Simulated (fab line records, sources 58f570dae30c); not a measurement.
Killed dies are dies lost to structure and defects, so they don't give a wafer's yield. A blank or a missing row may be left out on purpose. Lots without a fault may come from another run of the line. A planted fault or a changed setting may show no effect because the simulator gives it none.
Which tool did it? | flow berkeley_cmos170 | 14 lots, 42 wafers sampled, at 7 steps of a route of 331

WHAT THE GAUGES READ, wafer by wafer
UCB170_PLDD_OVL_MEAS_07. Usual: PLDD_OVL -3 nm, standard deviation 6.
lot  | measured     | on         | PLDD_OVL (nm) | flag
L231 | day 7 15:11  | overlay-01 | -3 -6 -6      |
L230 | day 7 15:22  | overlay-02 | -1 15 2       |
L235 | day 8 03:17  | overlay-02 | 8 -3 3        |
L232 | day 8 04:02  | overlay-02 | -2 -9 -16     |
L233 | day 8 04:10  | overlay-01 | -11 -4 0      |
L237 | day 8 20:47  | overlay-01 | -7 0 -8       |
L236 | day 8 20:53  | overlay-02 | 4 9 7         |
L239 | day 9 03:07  | overlay-02 | -1 -11 -7     |
L240 | day 9 13:28  | overlay-01 | -10 -15 -6    |
L241 | day 10 00:07 | overlay-01 | -7 -6 -2      |
L242 | day 10 00:23 | overlay-02 | 0 1 -1        |
L247 | day 11 00:52 | overlay-02 | -1 -11 2      |
L252 | day 11 21:26 | overlay-01 | 2 3 -4        |
L253 | day 11 21:28 | overlay-02 | 2 -7 6        |

UCB170_PSD_OVL_MEAS_07. Usual: PSD_OVL -2 nm, standard deviation 5.7.
lot  | measured     | on         | PSD_OVL (nm) | flag
L231 | day 7 21:46  | overlay-02 | -3 -1 -6     |
L230 | day 8 01:40  | overlay-01 | 3 1 3        |
L235 | day 8 15:23  | overlay-02 | -5 11 8      |
L232 | day 8 15:41  | overlay-01 | -5 -2 -8     |
L233 | day 8 15:46  | overlay-01 | -9 -10 -2    |
L237 | day 9 08:17  | overlay-02 | 8 4 11       |
L236 | day 9 08:28  | overlay-02 | -9 -2 -10    |
L239 | day 9 13:44  | overlay-01 | 1 3 4        |
L240 | day 9 22:55  | overlay-01 | 3 -6 6       |
L241 | day 10 10:59 | overlay-01 | -9 -9 -9     |
L242 | day 10 10:45 | overlay-01 | -5 -5 -7     |
L247 | day 11 09:44 | overlay-02 | -3 -4 -1     |
L252 | day 12 04:15 | overlay-01 | -11 -3 -7    |
L253 | day 12 09:16 | overlay-01 | -6 -4 -2     |

UCB170_PSD_TW_MEAS_10. Usual: PSD_TW 2333, standard deviation 16.
lot  | measured     | on            | PSD_TW         | flag
L231 | day 7 22:03  | film_metro-04 | 2304 2307 2307 |
L230 | day 8 01:58  | film_metro-01 | 2343 2339 2348 |
L235 | day 8 15:40  | film_metro-04 | 2323 2328 2321 |
L232 | day 8 16:05  | film_metro-01 | 2367 2356 2353 |
L233 | day 8 16:14  | film_metro-02 | 2348 2350 2349 |
L237 | day 9 08:34  | film_metro-01 | 2340 2341 2351 |
L236 | day 9 08:44  | film_metro-02 | 2347 2342 2352 |
L239 | day 9 14:02  | film_metro-02 | 2329 2337 2325 |
L240 | day 9 23:12  | film_metro-01 | 2268 2266 2269 | OFF
L241 | day 10 11:17 | film_metro-02 | 2266 2268 2246 | OFF
L242 | day 10 11:06 | film_metro-04 | 2329 2324 2323 |
L247 | day 11 10:02 | film_metro-02 | 2319 2340 2329 |
L252 | day 12 04:32 | film_metro-04 | 2304 2316 2313 |
L253 | day 12 09:34 | film_metro-02 | 2351 2336 2324 |

UCB170_SDANNEAL_RS_MEAS_02: measures by four-point-probe. Usual: PSD_RS 75.9 ohm/sq, standard deviation 0.35.
lot  | measured     | on            | PSD_RS (ohm/sq) | flag
L231 | day 8 01:47  | film_metro-02 | 76.5 76.4 76.4  |
L230 | day 8 05:46  | film_metro-01 | 76.1 76.4 76.4  |
L235 | day 8 19:56  | film_metro-01 | 75.7 76.0 76.2  |
L232 | day 8 20:49  | film_metro-01 | 75.8 75.9 76.3  |
L233 | day 8 20:58  | film_metro-04 | 75.4 75.3 75.3  |
L237 | day 9 14:28  | film_metro-02 | 75.8 75.9 76.0  |
L236 | day 9 15:08  | film_metro-02 | 75.9 75.8 75.8  |
L239 | day 9 20:49  | film_metro-02 | 76.3 76.7 76.2  |
L240 | day 10 02:08 | film_metro-04 | 77.7 77.3 77.4  | OFF
L241 | day 10 14:38 | film_metro-01 | 77.3 77.0 77.2  | OFF
L242 | day 10 14:26 | film_metro-04 | 75.4 75.6 75.7  |
L247 | day 11 18:11 | film_metro-02 | 75.7 75.5 75.7  |
L252 | day 12 10:56 | film_metro-02 | 75.9 75.4 75.5  |
L253 | day 12 13:32 | film_metro-04 | 75.6 76.2 75.9  |

WHICH TOOL RAN EACH LOT (tool, then ch and the chambers of the sampled wafers, then the start)
lot  | UCB170_GATE_ETCH_15              | UCB170_PSD_IMPLANT_08           | UCB170_PSD_STRIP_09
L231 | rie_si-02 ch 2,3, day 7 12:41    | implanter-02 ch 0, day 7 21:48  | plasma_asher-01 ch 0,1, day 7 21:57
L230 | rie_si-01 ch 1,2,3, day 7 13:20  | implanter-03 ch 0, day 8 01:44  | plasma_asher-01 ch 0,1, day 8 01:52
L235 | rie_si-02 ch 0,1,2, day 8 01:52  | implanter-03 ch 0, day 8 15:25  | plasma_asher-01 ch 1, day 8 15:34
L232 | rie_si-02 ch 2,3, day 8 02:20    | implanter-03 ch 0, day 8 15:51  | plasma_asher-02 ch 0,1, day 8 15:59
L233 | rie_si-01 ch 2,3, day 8 02:28    | implanter-03 ch 0, day 8 15:59  | plasma_asher-02 ch 0,1, day 8 16:08
L237 | rie_si-02 ch 0,2,3, day 8 17:48  | implanter-03 ch 0, day 9 08:20  | plasma_asher-04 ch 0,1, day 9 08:28
L236 | rie_si-01 ch 1,2,3, day 8 18:08  | implanter-01 ch 0, day 9 08:29  | plasma_asher-01 ch 0,1, day 9 08:38
L239 | rie_si-02 ch 1,2,3, day 9 01:08  | implanter-01 ch 0, day 9 13:47  | plasma_asher-01 ch 0,1, day 9 13:56
L240 | rie_si-02 ch 0,2,3, day 9 11:14  | implanter-01 ch 0, day 9 22:58  | plasma_asher-04 ch 0,1, day 9 23:05
L241 | rie_si-02 ch 0,2,3, day 9 22:22  | implanter-01 ch 0, day 10 11:02 | plasma_asher-01 ch 0,1, day 10 11:11
L242 | rie_si-01 ch 0,2, day 9 22:27    | implanter-03 ch 0, day 10 10:47 | plasma_asher-04 ch 0,1, day 10 10:56
L247 | rie_si-01 ch 1,2, day 10 23:04   | implanter-02 ch 0, day 11 09:50 | plasma_asher-02 ch 0,1, day 11 09:56
L252 | rie_si-02 ch 0,2,3, day 11 18:58 | implanter-02 ch 0, day 12 04:17 | plasma_asher-01 ch 0,1, day 12 04:26
L253 | rie_si-01 ch 0,2,3, day 11 19:14 | implanter-02 ch 0, day 12 09:21 | plasma_asher-01 ch 0,1, day 12 09:29
- UCB170_GATE_ETCH_15: etches poly-Si in HBr/Cl2, stops on SiO2, time 56.3 s, target depth 278.2 nm.
- UCB170_PSD_IMPLANT_08
- UCB170_PSD_STRIP_09: strips in O2.

WHAT THE TOOLS THEMSELVES READ (means of the sampled wafers that have a number; where no wafer has one, the mark that the record gives instead)
UCB170_GATE_ETCH_15. Usual: drypump_motor_current_A 5.5 A, standard deviation 0.42; he_backside_leak_sccm 2.73 sccm, standard deviation 0.24; oes_product_au 0.826 a.u., standard deviation 0.014; throttle_valve_pct 26.54 %, standard deviation 0.17.
lot  | tool      | drypump_motor_current_A (A) | he_backside_leak_sccm (sccm) | oes_product_au (a.u.) | throttle_valve_pct (%) | flag
L231 | rie_si-02 | 5.2                         | 2.60                         | 0.822                 | 26.55                  |
L230 | rie_si-01 | 5.7                         | 2.85                         | 0.816                 | 26.68                  |
L235 | rie_si-02 | 5.4                         | 2.69                         | 0.833                 | 26.52                  |
L232 | rie_si-02 | 5.1                         | 2.50                         | 0.825                 | 26.48                  |
L233 | rie_si-01 | 5.5                         | 2.97                         | 0.821                 | 26.61                  |
L237 | rie_si-02 | 5.5                         | 2.68                         | 0.844                 | 26.48                  |
L236 | rie_si-01 | 5.7                         | 2.83                         | 0.817                 | 26.68                  |
L239 | rie_si-02 | 5.1                         | 2.43                         | 0.841                 | 26.50                  |
L240 | rie_si-02 | 5.4                         | 2.61                         | 0.838                 | 26.48                  |
L241 | rie_si-02 | 5.5                         | 2.64                         | 0.839                 | 26.49                  |
L242 | rie_si-01 | 5.3                         | 2.95                         | 0.823                 | 26.42                  |
L247 | rie_si-01 | 5.6                         | 2.74                         | 0.825                 | 26.56                  |
L252 | rie_si-02 | 5.5                         | 3.04                         | 0.836                 | 26.50                  |
L253 | rie_si-01 | 5.5                         | 2.88                         | 0.823                 | 26.56                  |

UCB170_PSD_IMPLANT_08. Usual: beam_energy_keV 20.001, standard deviation 0.0059; tilt_deg 7.000 degrees, standard deviation 0.019.
lot  | tool         | beam_energy_keV | tilt_deg (degrees) | flag
L231 | implanter-02 | 20.008          | 6.995              |
L230 | implanter-03 | 19.997          | 7.014              |
L235 | implanter-03 | 20.004          | 6.998              |
L232 | implanter-03 | 20.008          | 7.011              |
L233 | implanter-03 | 19.997          | 6.999              |
L237 | implanter-03 | 20.002          | 7.012              |
L236 | implanter-01 | 19.995          | 7.013              |
L239 | implanter-01 | 20.004          | 7.011              |
L240 | implanter-01 | 17.653          | 6.993              | OFF
L241 | implanter-01 | 17.654          | 7.005              | OFF
L242 | implanter-03 | 20.002          | 7.001              |
L247 | implanter-02 | 19.991          | 7.017              |
L252 | implanter-02 | 20.002          | 6.982              |
L253 | implanter-02 | 19.996          | 6.999              |

UCB170_PSD_STRIP_09. Usual: drypump_motor_current_A 5.98 A, standard deviation 0.26; oes_product_au 0.601 a.u., standard deviation 0.0044; strip_time_to_endpoint_s 29.30 s, standard deviation 0.06.
lot  | tool            | drypump_motor_current_A (A) | oes_product_au (a.u.) | strip_time_to_endpoint_s (s) | flag
L231 | plasma_asher-01 | 5.94                        | 0.603                 | 29.26                        |
L230 | plasma_asher-01 | 5.90                        | 0.604                 | 29.30                        |
L235 | plasma_asher-01 | 5.74                        | 0.602                 | 29.32                        |
L232 | plasma_asher-02 | 5.74                        | 0.599                 | 29.36                        |
L233 | plasma_asher-02 | 5.72                        | 0.602                 | 29.34                        |
L237 | plasma_asher-04 | 6.16                        | 0.606                 | 29.30                        |
L236 | plasma_asher-01 | 6.13                        | 0.603                 | 29.32                        |
L239 | plasma_asher-01 | 5.96                        | 0.599                 | 29.24                        |
L240 | plasma_asher-04 | 6.12                        | 0.613                 | 28.31                        | OFF
L241 | plasma_asher-01 | 6.15                        | 0.610                 | 28.31                        | OFF
L242 | plasma_asher-04 | 6.10                        | 0.600                 | 29.25                        |
L247 | plasma_asher-02 | 5.73                        | 0.602                 | 29.37                        |
L252 | plasma_asher-01 | 5.95                        | 0.603                 | 29.29                        |
L253 | plasma_asher-01 | 6.13                        | 0.595                 | 29.29                        |

THE ANSWER, worked out from the rows above alone
Rule: a lot is off if the mean of its wafers that have a number lies more than 3 standard deviations from the usual mean. A lot without any number at a reading at which 4 lots or more have one is off too. The other lots that the step has rows for count as sound. The gauges are gone through in route order, then the tools' own readings, and for those a lot's mean is taken as printed above. The first step at which some lot is off is used, and at that step the reading that is off furthest; a lot without a number counts as furthest.
Off: L240, L241, at UCB170_PSD_TW_MEAS_10 (PSD_TW).
A tool fits if, at a process step before that reading, it ran every lot that is off, and no sound lot after the first of them. The gauges at UCB170_PSD_TW_MEAS_10 aren't tried: what is off there is off at UCB170_PSD_IMPLANT_08 too, on other tools, and a gauge's error can't cause that. One fits: implanter-01 at UCB170_PSD_IMPLANT_08. Its last sound lot is L239 (day 9 13:47), its first lot that is off L240 (day 9 22:58): a fault that began between those two fits.
The tool's own readings at UCB170_PSD_IMPLANT_08 bear it out: on the lots that are off they differ by more than 5 times the standard deviation of the sound lots' means. beam_energy_keV reads 17.654 there against 20.000 on the sound lots.

WHAT THE SIMULATOR HAD PUT IN
Process parameter drift: implanter-01, from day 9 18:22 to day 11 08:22, at UCB170_PSD_IMPLANT_08. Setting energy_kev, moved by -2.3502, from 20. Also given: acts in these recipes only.
Lots struck among those shown: L240, L241. The rule above found the same.
